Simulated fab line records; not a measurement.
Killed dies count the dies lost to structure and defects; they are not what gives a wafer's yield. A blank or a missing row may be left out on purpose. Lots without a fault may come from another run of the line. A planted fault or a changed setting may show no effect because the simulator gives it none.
A struck lot beside a sound one -- flow rit cmos -- 44 out of 202 route steps
Sound: these wafers, L865.1, L865.4, L865.6. The struck wafers were L857.2, L857.4, L857.6. Last of all comes the cause.
Per side, at each step with rows, come the tool, then ch with its chambers, and then its first start. Under that, the readings that differ: sound wafers -- struck wafers -- difference of the means -- sigmas: that difference in standard deviations of wafers without a fault.
alike: same words and numbers on both sides, and readings whose means sit less than 2 such deviations apart. not compared: any withheld reading, any reading some wafer has no value for, any bound like >300 that may hide the same value, and any number with overlapping values for which the record gives no deviation.
The two part at a step that has a row with sigmas, a row that says differs or no value, or rows on one side only. Numbers that don't overlap but have no deviation are shown without sigmas and don't part them. Lack of a reading on every wafer of one side parts them only where that side has two or more wafers.

first, 1 step without rows for these wafers: RIT_ACTIVE_DEVELOP_10 (develop time 50 s).
RIT_ACTIVE_CD_MEAS_11: the cd target is 1400 nm.
  sound on cd sem-02 at day 3 13:01; struck on cd sem-02 at day 1 20:20
  alike: cd nm
then, 1 step without rows for these wafers: RIT_ACTIVE_HARDBAKE_12 (time 60 s).
RIT_ACTIVE_ETCH_13: etches Si3N4 in SF6, stops on SiO2, time 210 s, target depth 210 nm.
  sound on rie diel-03 ch 0,1,2, day 3 13:17; struck on rie diel-04 ch 2,3, day 1 20:37
  alike: chamber pressure mTorr, drypump motor current A, oes product au, throttle valve pct
  not compared: rf hours counter h
RIT_ACTIVE_STRIP_14: strips in O2, time 180 s.
  sound on plasma asher-02 ch 0,1, day 3 13:26; struck on plasma asher-02 ch 1, day 1 20:45
  alike: chamber pressure mTorr, drypump motor current A, o2 flow sccm
  not compared: rf hours counter h
RIT_ACTIVE_CD_MEAS_90: the cd target is 1400 nm.
  sound on cd sem-01 at day 3 13:36; struck on cd sem-01 at day 1 20:56
  alike: cd nm
then, 4 steps without rows for these wafers: RIT_ACTIVE_CLEAN_15 (cleans in SC1, time 600 s); RIT_ACTIVE_CLEAN_16 (cleans in dHF, time 30 s); RIT_ACTIVE_CLEAN_17 (cleans in SC2, time 600 s); RIT_FOX1_OXIDATION_00 (target thk 350.7 nm, ox time 1130 s).
RIT_FOX1_THK_MEAS_01:
  sound on film metro-04 at day 3 17:18; struck on film metro-04 at day 1 22:44
  alike: FOX1_OXIDE_THK
then, 1 step without rows for these wafers: RIT_FOX1_WET_ETCH_02 (etches SiO2 in BOE, target depth 350 nm, time 390 s).
RIT_FOX2_OXIDATION_00: target thk 350.7 nm, ox time 1130 s.
  sound on furnace-01 ch 0, day 3 17:51; struck on furnace-01 ch 0, day 2 00:35
  alike: ox temp c, spike tc source C, zone power source pct
RIT_FOX2_THK_MEAS_01:
  sound on film metro-01 at day 3 19:10; struck on film metro-02 at day 2 01:55
reading,sound,struck,difference,sigmas
FOX2_OXIDE_THK (nm),358 360 361,527 535 531,+171,+34
RIT_FOX2_CLEAN_02: cleans in dHF, time 180 s.
  sound on wet bench-02 ch 1, day 3 19:13; struck on wet bench-04 ch 1, day 2 01:58
reading,sound,struck,difference,sigmas
model.SiO2_of_FOX2_OXIDATION_00.thk nm (nm),341.5 343.3 344.6,510.5 518.5 514.8,+171.5,
model.Si3N4_of_ACTIVE_CVD_03.thk nm (nm),132.2 131.7 131.7,129.8 128.9 128.8,-2.7,
RIT_FOX2_WET_ETCH_03: etches Si3N4 in H3PO4, target depth 195 nm, time 2700 s.
  sound on wet bench-04 ch 3, day 3 19:17; struck on wet bench-01 ch 3, day 2 02:05
reading,sound,struck,difference,sigmas
model.SiO2_of_FOX2_OXIDATION_00.thk nm (nm),331 332.7 334,500 508 504.3,+172,
RIT_FOX2_THK_MEAS_90:
  sound on film metro-01 at day 3 20:02; struck on film metro-01 at day 2 02:51
reading,sound,struck,difference,sigmas
FIELD_OXIDE_LEFT_1_THK (nm),331 333 334,500 508 504,+171,+34
then, 6 steps without rows for these wafers: RIT_NWELL_HMDS_00 (prime time 60 s); RIT_NWELL_COAT_01 (resist thk 1300 nm); RIT_NWELL_SOFTBAKE_02 (time 60 s); RIT_NWELL_EXPOSE_03 (exposes mask M2, target cd 43900 nm); RIT_NWELL_PEB_04; RIT_NWELL_DEVELOP_05 (develop time 68 s).
RIT_NWELL_OVL_MEAS_06:
  sound on overlay-02 at day 3 21:15; struck on overlay-01 at day 2 03:53
  alike: NWELL_OVL
then, 2 steps without rows for these wafers: RIT_NWELL_HARDBAKE_07 (time 120 s); RIT_NWELL_IMPLANT_08.
RIT_NWELL_STRIP_09: strips in O2, time 180 s.
  sound on plasma asher-03 ch 0,1, day 3 21:41; struck on plasma asher-04 ch 0,1, day 2 04:44
  alike: chamber pressure mTorr, drypump motor current A, o2 flow sccm
  not compared: rf hours counter h
RIT_NWELL_TW_MEAS_10:
  sound on film metro-02 at day 3 21:52; struck on film metro-03 at day 2 04:55
  alike: NWELL_TW
then, 6 steps without rows for these wafers: RIT_PWELL_HMDS_00 (prime time 60 s); RIT_PWELL_COAT_01 (resist thk 1300 nm); RIT_PWELL_SOFTBAKE_02 (time 60 s); RIT_PWELL_EXPOSE_03 (exposes mask M3, target cd 43700 nm); RIT_PWELL_PEB_04; RIT_PWELL_DEVELOP_05 (develop time 68 s).
RIT_PWELL_OVL_MEAS_06:
  sound on overlay-02 at day 3 23:02; struck on overlay-01 at day 2 06:08
reading,sound,struck,difference,sigmas
PWELL_OVL (nm),-0.6 -0.9 -2.1,0.7 2.4 2.2,+3.0,+2
then, 2 steps without rows for these wafers: RIT_PWELL_HARDBAKE_07 (time 120 s); RIT_PWELL_IMPLANT_08.
RIT_PWELL_STRIP_09: strips in O2, time 180 s.
  sound on plasma asher-02 ch 0,1, day 3 23:28; struck on plasma asher-04 ch 0,1, day 2 06:42
  alike: chamber pressure mTorr, drypump motor current A, o2 flow sccm
  not compared: rf hours counter h
RIT_PWELL_TW_MEAS_10:
  sound on film metro-03 at day 3 23:38; struck on film metro-04 at day 2 06:53
  alike: PWELL_TW
then, 1 step without rows for these wafers: RIT_WELLDRIVE_ANNEAL_00 (time 14700 s).
RIT_WELLDRIVE_RS_MEAS_01: a four-point-probe measurement.
  sound on film metro-02 at day 4 06:33; struck on film metro-04 at day 2 12:13
  alike: NWELL_RS
RIT_WELLDRIVE_RS_MEAS_02: a four-point-probe measurement.
  sound on film metro-02 at day 4 06:40; struck on film metro-04 at day 2 12:20
  alike: PWELL_RS
RIT_FOX2_THK_MEAS_91:
  sound on film metro-02 at day 4 10:36; struck on film metro-01 at day 2 16:56
reading,sound,struck,difference,sigmas
FIELD_OXIDE_LEFT_2_THK (nm),263 265 266,432 440 436,+171,+35
RIT_M1_PROBE_99:
  sound on prober-02 at day 5 14:58; struck on prober-02 at day 3 21:41
reading,sound,struck,difference,sigmas
killed_at_M0_to_M3,0 0 1,0 0 0,+0,-4
  alike: killed at contacts, killed at front end, killed dies, killed open, killed short

== WHERE THEY PART ==
At RIT_FOX2_THK_MEAS_01 first; at RIT_M1_PROBE_99 last (within this record only).

WHY: the cause the simulator had injected
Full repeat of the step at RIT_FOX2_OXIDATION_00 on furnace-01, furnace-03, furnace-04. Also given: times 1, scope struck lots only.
